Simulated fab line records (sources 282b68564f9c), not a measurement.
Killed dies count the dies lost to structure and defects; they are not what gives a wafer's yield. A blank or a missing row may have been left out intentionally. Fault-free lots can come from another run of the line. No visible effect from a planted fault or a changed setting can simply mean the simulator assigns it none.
What tool caused it? | flow ritCmos | 42 wafers from 14 lots sampled at 6 of the route's 202 steps

== WHAT THE GAUGES READ, wafer by wafer ==
RIT_PLDD_OVL_MEAS_06.
lot  | measured    | on         | PLDD_OVL (nm)
L890 | day 3 19:58 | overlay-02 | -1.0 0.7 -0.5
L891 | day 4 14:02 | overlay-02 | -1.8 -2.2 -0.8
L893 | day 4 20:49 | overlay-02 | 0.8 -0.3 -1.1
L895 | day 4 21:01 | overlay-02 | 1.8 -0.5 1.5
L896 | day 5 04:49 | overlay-01 | -2.8 -3.5 -2.8
L898 | day 5 10:24 | overlay-02 | 1.3 0.0 -0.4
L899 | day 6 01:30 | overlay-01 | -0.1 -0.5 0.1
L900 | day 6 01:47 | overlay-02 | 0.0 0.2 1.3
L903 | day 6 10:57 | overlay-02 | -2.5 -2.1 -1.7
L902 | day 6 13:26 | overlay-01 | -0.3 -0.8 -1.6
L904 | day 6 16:04 | overlay-01 | -0.8 -0.5 -0.8
L905 | day 6 20:26 | overlay-02 | 1.8 0.9 1.9
L909 | day 7 09:14 | overlay-02 | 0.2 -0.3 1.0
L912 | day 7 19:22 | overlay-01 | 0.8 -0.2 -0.9

RIT_NSD_OVL_MEAS_06.
lot  | measured    | on         | NSD_OVL (nm)
L890 | day 4 00:18 | overlay-01 | -1.6 0.5 -1.3
L891 | day 4 18:05 | overlay-02 | 1.1 -1.2 -0.8
L893 | day 5 00:58 | overlay-02 | 2.3 -0.2 1.8
L895 | day 5 01:15 | overlay-01 | 1.4 1.5 0.4
L896 | day 5 14:35 | overlay-02 | 1.2 0.7 -0.4
L898 | day 5 15:31 | overlay-02 | 0.5 1.0 0.8
L899 | day 6 05:30 | overlay-02 | -0.5 -1.5 -2.0
L900 | day 6 06:31 | overlay-02 | -1.5 -2.4 -2.6
L903 | day 6 15:00 | overlay-01 | 0.1 -1.7 -0.4
L902 | day 6 17:26 | overlay-01 | -0.4 0.7 -1.1
L904 | day 6 20:22 | overlay-01 | 1.2 0.8 0.7
L905 | day 7 00:31 | overlay-02 | 2.9 1.6 2.9
L909 | day 7 13:19 | overlay-02 | -1.6 1.2 0.4
L912 | day 7 23:35 | overlay-01 | 0.5 1.8 1.0

RIT_PSD_TW_MEAS_10.
lot  | measured    | on           | PSD_TW
L890 | day 4 02:14 | filmMetro-01 | 3449 3468 3448
L891 | day 4 20:15 | filmMetro-01 | 3464 3448 3464
L893 | day 5 03:54 | filmMetro-02 | 3428 3398 3436
L895 | day 5 04:17 | filmMetro-02 | 3431 3432 3412
L896 | day 5 17:16 | filmMetro-02 | 3416 3423 3404
L898 | day 5 17:49 | filmMetro-02 | 3424 3428 3443
L899 | day 6 07:26 | filmMetro-02 | 3442 3452 3445
L900 | day 6 08:26 | filmMetro-02 | 3447 3451 3443
L903 | day 6 17:08 | filmMetro-01 | 3481 3455 3444
L902 | day 6 19:37 | filmMetro-03 | 3458 3448 3464
L904 | day 6 22:20 | filmMetro-02 | 3384 3354 3372
L905 | day 7 02:45 | filmMetro-03 | 3353 3371 3370
L909 | day 7 15:34 | filmMetro-03 | 3456 3458 3454
L912 | day 8 01:31 | filmMetro-02 | 3446 3455 3429

RIT_SDANNEAL_RS_MEAS_04: measures by four-point-probe.
lot  | measured    | on           | PSD_RS (ohm/sq)
L890 | day 4 02:44 | filmMetro-01 | 115.8 115.3 115.8
L891 | day 4 20:46 | filmMetro-02 | 115.8 115.8 116.2
L893 | day 5 04:26 | filmMetro-03 | 116.1 116.0 116.2
L895 | day 5 05:00 | filmMetro-01 | 115.3 115.1 115.4
L896 | day 5 17:45 | filmMetro-03 | 115.6 115.7 115.8
L898 | day 5 18:20 | filmMetro-03 | 116.2 115.7 115.9
L899 | day 6 08:07 | filmMetro-03 | 115.9 115.6 115.5
L900 | day 6 09:07 | filmMetro-02 | 115.8 115.7 116.1
L903 | day 6 17:38 | filmMetro-01 | 116.1 116.3 116.2
L902 | day 6 20:08 | filmMetro-02 | 116.2 116.2 116.2
L904 | day 6 22:52 | filmMetro-03 | 121.1 121.1 121.1
L905 | day 7 03:15 | filmMetro-02 | 121.3 121.7 121.5
L909 | day 7 16:05 | filmMetro-03 | 116.2 115.9 115.7
L912 | day 8 02:00 | filmMetro-01 | 115.4 115.4 115.1

== WHAT TOOL EACH LOT RAN ON (gives the tool, then ch and the chambers of the sampled wafers, and finally the start) ==
lot  | RIT_PSD_IMPLANT_08             | RIT_PSD_STRIP_09
L890 | implanter-01 ch 0, day 4 01:56 | plasmaAsher-03 ch 0,1, day 4 02:03
L891 | implanter-03 ch 0, day 4 19:58 | plasmaAsher-04 ch 0,1, day 4 20:06
L893 | implanter-03 ch 0, day 5 03:35 | plasmaAsher-04 ch 0,1, day 5 03:44
L895 | implanter-02 ch 0, day 5 03:59 | plasmaAsher-03 ch 0,1, day 5 04:06
L896 | implanter-03 ch 0, day 5 16:57 | plasmaAsher-04 ch 0,1, day 5 17:04
L898 | implanter-01 ch 0, day 5 17:25 | plasmaAsher-03 ch 0,1, day 5 17:38
L899 | implanter-03 ch 0, day 6 07:07 | plasmaAsher-03 ch 0,1, day 6 07:16
L900 | implanter-01 ch 0, day 6 08:07 | plasmaAsher-04 ch 0,1, day 6 08:16
L903 | implanter-03 ch 0, day 6 16:50 | plasmaAsher-03 ch 0,1, day 6 17:00
L902 | implanter-02 ch 0, day 6 19:18 | plasmaAsher-03 ch 0,1, day 6 19:27
L904 | implanter-03 ch 0, day 6 22:02 | plasmaAsher-03 ch 0,1, day 6 22:11
L905 | implanter-03 ch 0, day 7 02:26 | plasmaAsher-01 ch 0,1, day 7 02:34
L909 | implanter-01 ch 0, day 7 15:17 | plasmaAsher-03 ch 0,1, day 7 15:25
L912 | implanter-01 ch 0, day 8 01:11 | plasmaAsher-01 ch 0,1, day 8 01:20
- RIT_PSD_IMPLANT_08
- RIT_PSD_STRIP_09: strips in O2, time 180 s.

== WHAT THE TOOLS THEMSELVES READ (means of the sampled wafers that have a number; where no wafer has one, the mark that the record gives instead) ==
RIT_PSD_IMPLANT_08.
lot  | tool         | beamEnergyKeV | endStationPressureTorr (Torr)
L890 | implanter-01 | 26.996        | 1.49e-05
L891 | implanter-03 | 26.986        | 1.25e-05
L893 | implanter-03 | 27.010        | 1.31e-05
L895 | implanter-02 | 27.009        | 1.38e-05
L896 | implanter-03 | 26.999        | 1.24e-05
L898 | implanter-01 | 27.004        | 1.53e-05
L899 | implanter-03 | 27.001        | 1.31e-05
L900 | implanter-01 | 27.000        | 1.46e-05
L903 | implanter-03 | 26.994        | 1.29e-05
L902 | implanter-02 | 26.993        | 1.36e-05
L904 | implanter-03 | 24.600        | 1.31e-05
L905 | implanter-03 | 24.626        | 1.28e-05
L909 | implanter-01 | 26.988        | 1.48e-05
L912 | implanter-01 | 27.000        | 1.42e-05

RIT_PSD_STRIP_09.
lot  | tool           | chamberPressureMTorr (mTorr) | drypumpMotorCurrentA (A) | o2FlowSccm (sccm)
L890 | plasmaAsher-03 | 4000                         | 5.63                     | 3990
L891 | plasmaAsher-04 | 4003                         | 5.61                     | 3995
L893 | plasmaAsher-04 | 3999                         | 5.64                     | 4004
L895 | plasmaAsher-03 | 4003                         | 5.63                     | 4004
L896 | plasmaAsher-04 | 4000                         | 5.48                     | 4009
L898 | plasmaAsher-03 | 3999                         | 5.63                     | 4004
L899 | plasmaAsher-03 | 4002                         | 5.62                     | 4004
L900 | plasmaAsher-04 | 4004                         | 5.48                     | 4000
L903 | plasmaAsher-03 | 4003                         | 5.58                     | 3997
L902 | plasmaAsher-03 | 4002                         | 5.58                     | 4012
L904 | plasmaAsher-03 | 4001                         | 5.57                     | 3999
L905 | plasmaAsher-01 | 3999                         | 5.66                     | 4006
L909 | plasmaAsher-03 | 4005                         | 5.62                     | 3991
L912 | plasmaAsher-01 | 3999                         | 5.34                     | 4012

== THE ANSWER, worked out from the rows above alone ==
Rule: the lots themselves supply what counts as usual. Put in order of their means at a reading, lots are off if they are a third of the lots or fewer, leave a main group of 4 or more, and stand apart from it by a gap of 3 or more times the standard deviation of the main group's means; of several such gaps the widest counts. The tables above print the reading to a certain number of digits; a main group whose means all agree to those digits is not used. A lot without any number at a reading at which 4 lots or more have one is off too. Where the step has rows for the other lots, those lots are counted as sound. After the gauges, taken in route order, come the tools' own readings; for these a lot's mean is taken, as printed above. At the first step where some lot is off, the reading lying furthest off is the one used; lots without a number count as furthest.
Off: at RIT_SDANNEAL_RS_MEAS_04 (PSD_RS), L904, L905. Main group: mean 115.8 ohm/sq, sd 0.3.
If a tool, at a process step before that reading, ran all the lots that are off and no sound lot after the first of them, it fits. Not tried: the gauges at RIT_SDANNEAL_RS_MEAS_04; whatever is off there is also off at RIT_PSD_IMPLANT_08, on other tools, and gauge error can't account for it. One fits: RIT_PSD_IMPLANT_08 on implanter-03. Its last sound lot is L903 (day 6 16:50), its first lot that is off L904 (day 6 22:02): a fault that began between those two fits.
On the lots that are off, the tool's own readings at RIT_PSD_IMPLANT_08 differ by more than 5 times the standard deviation of the sound lots' means, which bears it out; beamEnergyKeV reads 24.613 there versus 26.998 on the sound lots.

== WHAT WAS PUT IN BY THE SIMULATOR ==
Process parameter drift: implanter-03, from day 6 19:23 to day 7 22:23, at RIT_PSD_IMPLANT_08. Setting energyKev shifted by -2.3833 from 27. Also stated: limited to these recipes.
Shown lots that were struck: L904, L905. The rule above found the same.
